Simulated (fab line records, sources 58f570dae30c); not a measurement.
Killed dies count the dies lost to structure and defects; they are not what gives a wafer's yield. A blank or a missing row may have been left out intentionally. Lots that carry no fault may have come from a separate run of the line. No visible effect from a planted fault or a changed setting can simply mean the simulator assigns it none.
Which tool is to blame? || flow berkeley-cmos170 || 14 lots with 42 wafers sampled at 5 steps, on a route of 331 steps

## WHAT THE GAUGES READ, wafer by wafer
UCB170_PSD_OVL_MEAS_07. Usual: PSD_OVL gives -1 nm (standard deviation 6.2).
{"lot": "L127", "measured": "day 6 09:18", "on": "overlay-02", "PSD_OVL (nm)": "3 0 -2", "flag": ""}
{"lot": "L126", "measured": "day 6 09:31", "on": "overlay-02", "PSD_OVL (nm)": "-6 -6 -10", "flag": ""}
{"lot": "L125", "measured": "day 6 09:38", "on": "overlay-01", "PSD_OVL (nm)": "1 -3 -12", "flag": ""}
{"lot": "L128", "measured": "day 6 11:58", "on": "overlay-02", "PSD_OVL (nm)": "2 7 0", "flag": ""}
{"lot": "L131", "measured": "day 7 07:10", "on": "overlay-01", "PSD_OVL (nm)": "9 -5 5", "flag": ""}
{"lot": "L129", "measured": "day 7 07:31", "on": "overlay-02", "PSD_OVL (nm)": "3 11 9", "flag": ""}
{"lot": "L130", "measured": "day 7 07:48", "on": "overlay-01", "PSD_OVL (nm)": "-1 15 4", "flag": ""}
{"lot": "L132", "measured": "day 7 18:02", "on": "overlay-02", "PSD_OVL (nm)": "11 0 5", "flag": ""}
{"lot": "L142", "measured": "day 10 05:38", "on": "overlay-01", "PSD_OVL (nm)": "-2 4 -5", "flag": ""}
{"lot": "L146", "measured": "day 10 15:14", "on": "overlay-01", "PSD_OVL (nm)": "-1 -9 0", "flag": ""}
{"lot": "L144", "measured": "day 10 15:34", "on": "overlay-02", "PSD_OVL (nm)": "3 13 7", "flag": ""}
{"lot": "L145", "measured": "day 10 15:50", "on": "overlay-01", "PSD_OVL (nm)": "-9 -4 0", "flag": ""}
{"lot": "L147", "measured": "day 11 00:46", "on": "overlay-02", "PSD_OVL (nm)": "2 -4 -3", "flag": ""}
{"lot": "L148", "measured": "day 11 10:30", "on": "overlay-01", "PSD_OVL (nm)": "3 -5 -11", "flag": ""}

UCB170_NSD_CD_MEAS_06: the cd target is 1200 nm. Usual: 1200.0 nm for cd-nm, sd 1.4.
{"lot": "L127", "measured": "day 6 10:55", "on": "cd-sem-01", "cd-nm (nm)": "1198.1 1198.9 1198.9", "flag": ""}
{"lot": "L126", "measured": "day 6 12:48", "on": "cd-sem-01", "cd-nm (nm)": "1201.3 1199.3 1198.1", "flag": ""}
{"lot": "L125", "measured": "day 6 13:10", "on": "cd-sem-02", "cd-nm (nm)": "1198.2 1199.7 1198.3", "flag": ""}
{"lot": "L128", "measured": "day 6 13:47", "on": "cd-sem-02", "cd-nm (nm)": "1201.2 1201.4 1201.1", "flag": ""}
{"lot": "L131", "measured": "day 7 09:52", "on": "cd-sem-01", "cd-nm (nm)": "1198.7 1199.6 1199.9", "flag": ""}
{"lot": "L129", "measured": "day 7 10:19", "on": "cd-sem-02", "cd-nm (nm)": "1198.3 1199.3 1198.8", "flag": ""}
{"lot": "L130", "measured": "day 7 10:36", "on": "cd-sem-02", "cd-nm (nm)": "1197.5 1200.3 1200.9", "flag": ""}
{"lot": "L132", "measured": "day 7 19:58", "on": "cd-sem-01", "cd-nm (nm)": "1201.2 1201.5 1200.3", "flag": ""}
{"lot": "L142", "measured": "day 10 07:08", "on": "cd-sem-01", "cd-nm (nm)": "1198.2 1196.3 1196.5", "flag": ""}
{"lot": "L146", "measured": "day 10 16:39", "on": "cd-sem-02", "cd-nm (nm)": "1197.6 1198.1 1197.8", "flag": ""}
{"lot": "L144", "measured": "day 10 17:25", "on": "cd-sem-02", "cd-nm (nm)": "1200.8 1200.7 1202.0", "flag": ""}
{"lot": "L145", "measured": "day 10 17:40", "on": "cd-sem-02", "cd-nm (nm)": "1198.5 1200.3 1200.9", "flag": ""}
{"lot": "L147", "measured": "day 11 02:25", "on": "cd-sem-02", "cd-nm (nm)": "1201.5 1200.5 1201.6", "flag": ""}
{"lot": "L148", "measured": "day 11 12:08", "on": "cd-sem-01", "cd-nm (nm)": "1202.3 1202.1 1201.0", "flag": ""}

UCB170_CONTACT_THK_MEAS_02. Usual: CONTACT_PSG_THK gives 700 nm (standard deviation 6.4).
{"lot": "L127", "measured": "day 6 16:42", "on": "film-metro-02", "CONTACT_PSG_THK (nm)": "699 698 702", "flag": ""}
{"lot": "L126", "measured": "day 6 19:01", "on": "film-metro-02", "CONTACT_PSG_THK (nm)": "692 693 694", "flag": ""}
{"lot": "L125", "measured": "day 6 19:02", "on": "film-metro-01", "CONTACT_PSG_THK (nm)": "702 701 699", "flag": ""}
{"lot": "L128", "measured": "day 6 19:01", "on": "film-metro-03", "CONTACT_PSG_THK (nm)": "705 706 704", "flag": ""}
{"lot": "L131", "measured": "day 7 14:28", "on": "film-metro-01", "CONTACT_PSG_THK (nm)": "705 706 704", "flag": ""}
{"lot": "L129", "measured": "day 7 15:25", "on": "film-metro-02", "CONTACT_PSG_THK (nm)": "606 605 609", "flag": "OFF"}
{"lot": "L130", "measured": "day 7 17:13", "on": "film-metro-01", "CONTACT_PSG_THK (nm)": "623 617 618", "flag": "OFF"}
{"lot": "L132", "measured": "day 8 00:23", "on": "film-metro-02", "CONTACT_PSG_THK (nm)": "612 608 613", "flag": "OFF"}
{"lot": "L142", "measured": "day 10 11:53", "on": "film-metro-02", "CONTACT_PSG_THK (nm)": "701 702 699", "flag": ""}
{"lot": "L146", "measured": "day 10 21:05", "on": "film-metro-01", "CONTACT_PSG_THK (nm)": "688 689 696", "flag": ""}
{"lot": "L144", "measured": "day 11 00:53", "on": "film-metro-01", "CONTACT_PSG_THK (nm)": "692 692 691", "flag": ""}
{"lot": "L145", "measured": "day 11 00:52", "on": "film-metro-03", "CONTACT_PSG_THK (nm)": "696 696 693", "flag": ""}
{"lot": "L147", "measured": "day 11 07:01", "on": "film-metro-01", "CONTACT_PSG_THK (nm)": "698 692 695", "flag": ""}
{"lot": "L148", "measured": "day 11 16:29", "on": "film-metro-03", "CONTACT_PSG_THK (nm)": "696 702 700", "flag": ""}

## TOOL THAT RAN EACH LOT (tool first, then ch and the chambers of the sampled wafers, then the start)
{"lot": "L127", "UCB170_NSD_STRIP_09": "plasma-asher-02 ch 0,1, day 6 11:13", "UCB170_CONTACT_CVD_01": "lpcvd-01 ch 1, day 6 14:55"}
{"lot": "L126", "UCB170_NSD_STRIP_09": "plasma-asher-02 ch 0,1, day 6 13:07", "UCB170_CONTACT_CVD_01": "lpcvd-02 ch 1, day 6 17:14"}
{"lot": "L125", "UCB170_NSD_STRIP_09": "plasma-asher-01 ch 0,1, day 6 13:28", "UCB170_CONTACT_CVD_01": "lpcvd-02 ch 1, day 6 17:14"}
{"lot": "L128", "UCB170_NSD_STRIP_09": "plasma-asher-02 ch 0,1, day 6 14:06", "UCB170_CONTACT_CVD_01": "lpcvd-02 ch 1, day 6 17:14"}
{"lot": "L131", "UCB170_NSD_STRIP_09": "plasma-asher-01 ch 0,1, day 7 10:10", "UCB170_CONTACT_CVD_01": "lpcvd-01 ch 0, day 7 12:39"}
{"lot": "L129", "UCB170_NSD_STRIP_09": "plasma-asher-01 ch 0,1, day 7 10:35", "UCB170_CONTACT_CVD_01": "lpcvd-02 ch 1, day 7 13:37"}
{"lot": "L130", "UCB170_NSD_STRIP_09": "plasma-asher-02 ch 0,1, day 7 10:54", "UCB170_CONTACT_CVD_01": "lpcvd-02 ch 0, day 7 15:25"}
{"lot": "L132", "UCB170_NSD_STRIP_09": "plasma-asher-03 ch 0,1, day 7 20:15", "UCB170_CONTACT_CVD_01": "lpcvd-02 ch 1, day 7 22:35"}
{"lot": "L142", "UCB170_NSD_STRIP_09": "plasma-asher-03 ch 0,1, day 10 07:26", "UCB170_CONTACT_CVD_01": "lpcvd-01 ch 1, day 10 10:05"}
{"lot": "L146", "UCB170_NSD_STRIP_09": "plasma-asher-03 ch 0,1, day 10 16:57", "UCB170_CONTACT_CVD_01": "lpcvd-01 ch 0, day 10 19:17"}
{"lot": "L144", "UCB170_NSD_STRIP_09": "plasma-asher-02 ch 0,1, day 10 17:43", "UCB170_CONTACT_CVD_01": "lpcvd-02 ch 0, day 10 23:05"}
{"lot": "L145", "UCB170_NSD_STRIP_09": "plasma-asher-02 ch 0,1, day 10 17:58", "UCB170_CONTACT_CVD_01": "lpcvd-02 ch 1, day 10 23:05"}
{"lot": "L147", "UCB170_NSD_STRIP_09": "plasma-asher-02 ch 0,1, day 11 02:43", "UCB170_CONTACT_CVD_01": "lpcvd-02 ch 1, day 11 05:13"}
{"lot": "L148", "UCB170_NSD_STRIP_09": "plasma-asher-01 ch 0,1, day 11 12:26", "UCB170_CONTACT_CVD_01": "lpcvd-02 ch 1, day 11 14:42"}
- UCB170_NSD_STRIP_09: strips in O2.
- UCB170_CONTACT_CVD_01: deposits PSG from SiH4/O2/PH3, target thk 700 nm, time 2820 s.

## WHAT THE TOOLS THEMSELVES READ (means of the sampled wafers that have a number; where no wafer has one, the mark that the record gives instead)
UCB170_NSD_STRIP_09. Usual: drypump-motor-current-A 5.7 A, standard deviation 0.6; oes-product-au 0.535 a.u., standard deviation 0.0045; strip-time-to-endpoint-s 35.69 s, standard deviation 0.074.
{"lot": "L127", "tool": "plasma-asher-02", "drypump-motor-current-A (A)": 6.4, "oes-product-au (a.u.)": 0.537, "strip-time-to-endpoint-s (s)": 35.69, "flag": ""}
{"lot": "L126", "tool": "plasma-asher-02", "drypump-motor-current-A (A)": 6.4, "oes-product-au (a.u.)": 0.535, "strip-time-to-endpoint-s (s)": 35.60, "flag": ""}
{"lot": "L125", "tool": "plasma-asher-01", "drypump-motor-current-A (A)": 5.1, "oes-product-au (a.u.)": 0.539, "strip-time-to-endpoint-s (s)": 35.77, "flag": ""}
{"lot": "L128", "tool": "plasma-asher-02", "drypump-motor-current-A (A)": 6.0, "oes-product-au (a.u.)": 0.535, "strip-time-to-endpoint-s (s)": 35.70, "flag": ""}
{"lot": "L131", "tool": "plasma-asher-01", "drypump-motor-current-A (A)": 5.1, "oes-product-au (a.u.)": 0.536, "strip-time-to-endpoint-s (s)": 35.68, "flag": ""}
{"lot": "L129", "tool": "plasma-asher-01", "drypump-motor-current-A (A)": 5.0, "oes-product-au (a.u.)": 0.539, "strip-time-to-endpoint-s (s)": 35.71, "flag": ""}
{"lot": "L130", "tool": "plasma-asher-02", "drypump-motor-current-A (A)": 6.0, "oes-product-au (a.u.)": 0.533, "strip-time-to-endpoint-s (s)": 35.62, "flag": ""}
{"lot": "L132", "tool": "plasma-asher-03", "drypump-motor-current-A (A)": 5.7, "oes-product-au (a.u.)": 0.532, "strip-time-to-endpoint-s (s)": 35.70, "flag": ""}
{"lot": "L142", "tool": "plasma-asher-03", "drypump-motor-current-A (A)": 5.9, "oes-product-au (a.u.)": 0.533, "strip-time-to-endpoint-s (s)": 35.68, "flag": ""}
{"lot": "L146", "tool": "plasma-asher-03", "drypump-motor-current-A (A)": 5.8, "oes-product-au (a.u.)": 0.536, "strip-time-to-endpoint-s (s)": 35.65, "flag": ""}
{"lot": "L144", "tool": "plasma-asher-02", "drypump-motor-current-A (A)": 6.0, "oes-product-au (a.u.)": 0.537, "strip-time-to-endpoint-s (s)": 35.61, "flag": ""}
{"lot": "L145", "tool": "plasma-asher-02", "drypump-motor-current-A (A)": 6.0, "oes-product-au (a.u.)": 0.531, "strip-time-to-endpoint-s (s)": 35.65, "flag": ""}
{"lot": "L147", "tool": "plasma-asher-02", "drypump-motor-current-A (A)": 6.0, "oes-product-au (a.u.)": 0.538, "strip-time-to-endpoint-s (s)": 35.72, "flag": ""}
{"lot": "L148", "tool": "plasma-asher-01", "drypump-motor-current-A (A)": 5.1, "oes-product-au (a.u.)": 0.531, "strip-time-to-endpoint-s (s)": 35.80, "flag": ""}

UCB170_CONTACT_CVD_01. Usual: spike-tc-centre-C 454.3 C, standard deviation 2.4; spike-tc-load-C 467.9 C, standard deviation 1.7; spike-tc-source-C 469.4 C, standard deviation 1.9; susceptor-temp-C 450.01 C, standard deviation 0.25.
{"lot": "L127", "tool": "lpcvd-01", "spike-tc-centre-C (C)": 453.6, "spike-tc-load-C (C)": 464.9, "spike-tc-source-C (C)": 469.4, "susceptor-temp-C (C)": 450.30, "flag": ""}
{"lot": "L126", "tool": "lpcvd-02", "spike-tc-centre-C (C)": 455.9, "spike-tc-load-C (C)": 467.7, "spike-tc-source-C (C)": 469.6, "susceptor-temp-C (C)": 450.21, "flag": ""}
{"lot": "L125", "tool": "lpcvd-02", "spike-tc-centre-C (C)": 456.5, "spike-tc-load-C (C)": 467.9, "spike-tc-source-C (C)": 468.4, "susceptor-temp-C (C)": 449.79, "flag": ""}
{"lot": "L128", "tool": "lpcvd-02", "spike-tc-centre-C (C)": 455.8, "spike-tc-load-C (C)": 466.8, "spike-tc-source-C (C)": 468.7, "susceptor-temp-C (C)": 450.02, "flag": ""}
{"lot": "L131", "tool": "lpcvd-01", "spike-tc-centre-C (C)": 450.6, "spike-tc-load-C (C)": 467.6, "spike-tc-source-C (C)": 466.7, "susceptor-temp-C (C)": 449.99, "flag": ""}
{"lot": "L129", "tool": "lpcvd-02", "spike-tc-centre-C (C)": 439.8, "spike-tc-load-C (C)": 452.0, "spike-tc-source-C (C)": 452.9, "susceptor-temp-C (C)": 434.07, "flag": "OFF"}
{"lot": "L130", "tool": "lpcvd-02", "spike-tc-centre-C (C)": 434.7, "spike-tc-load-C (C)": 454.6, "spike-tc-source-C (C)": 456.9, "susceptor-temp-C (C)": 434.15, "flag": "OFF"}
{"lot": "L132", "tool": "lpcvd-02", "spike-tc-centre-C (C)": 439.6, "spike-tc-load-C (C)": 452.3, "spike-tc-source-C (C)": 452.3, "susceptor-temp-C (C)": 433.92, "flag": "OFF"}
{"lot": "L142", "tool": "lpcvd-01", "spike-tc-centre-C (C)": 454.0, "spike-tc-load-C (C)": 466.0, "spike-tc-source-C (C)": 469.5, "susceptor-temp-C (C)": 450.10, "flag": ""}
{"lot": "L146", "tool": "lpcvd-01", "spike-tc-centre-C (C)": 451.0, "spike-tc-load-C (C)": 467.1, "spike-tc-source-C (C)": 465.7, "susceptor-temp-C (C)": 449.93, "flag": ""}
{"lot": "L144", "tool": "lpcvd-02", "spike-tc-centre-C (C)": 450.9, "spike-tc-load-C (C)": 470.3, "spike-tc-source-C (C)": 472.1, "susceptor-temp-C (C)": 450.39, "flag": ""}
{"lot": "L145", "tool": "lpcvd-02", "spike-tc-centre-C (C)": 455.2, "spike-tc-load-C (C)": 468.6, "spike-tc-source-C (C)": 468.4, "susceptor-temp-C (C)": 450.07, "flag": ""}
{"lot": "L147", "tool": "lpcvd-02", "spike-tc-centre-C (C)": 455.9, "spike-tc-load-C (C)": 467.5, "spike-tc-source-C (C)": 468.8, "susceptor-temp-C (C)": 450.21, "flag": ""}
{"lot": "L148", "tool": "lpcvd-02", "spike-tc-centre-C (C)": 454.7, "spike-tc-load-C (C)": 468.6, "spike-tc-source-C (C)": 467.8, "susceptor-temp-C (C)": 449.91, "flag": ""}

## THE ANSWER, worked out from the rows above alone
Rule: a lot counts as off when the mean over its wafers that have a number is more than 3 standard deviations away from the usual mean. A lot without any number at a reading at which 4 lots or more have one is off too. The other lots that the step has rows for count as sound. After the gauges, taken in route order, come the tools' own readings; for these a lot's mean is taken, as printed above. At the first step where some lot is off, the reading lying furthest off is the one used; lots without a number count as furthest.
Off: at UCB170_CONTACT_THK_MEAS_02 (CONTACT_PSG_THK), L129, L130, L132.
A tool fits if, at a process step before that reading, it ran every lot that is off, and no sound lot after the first of them. Not tried: the gauges at UCB170_CONTACT_THK_MEAS_02; whatever is off there is also off at UCB170_CONTACT_CVD_01, on other tools, and gauge error can't account for it. None of those tried fits.

## WHAT THE SIMULATOR PUT IN
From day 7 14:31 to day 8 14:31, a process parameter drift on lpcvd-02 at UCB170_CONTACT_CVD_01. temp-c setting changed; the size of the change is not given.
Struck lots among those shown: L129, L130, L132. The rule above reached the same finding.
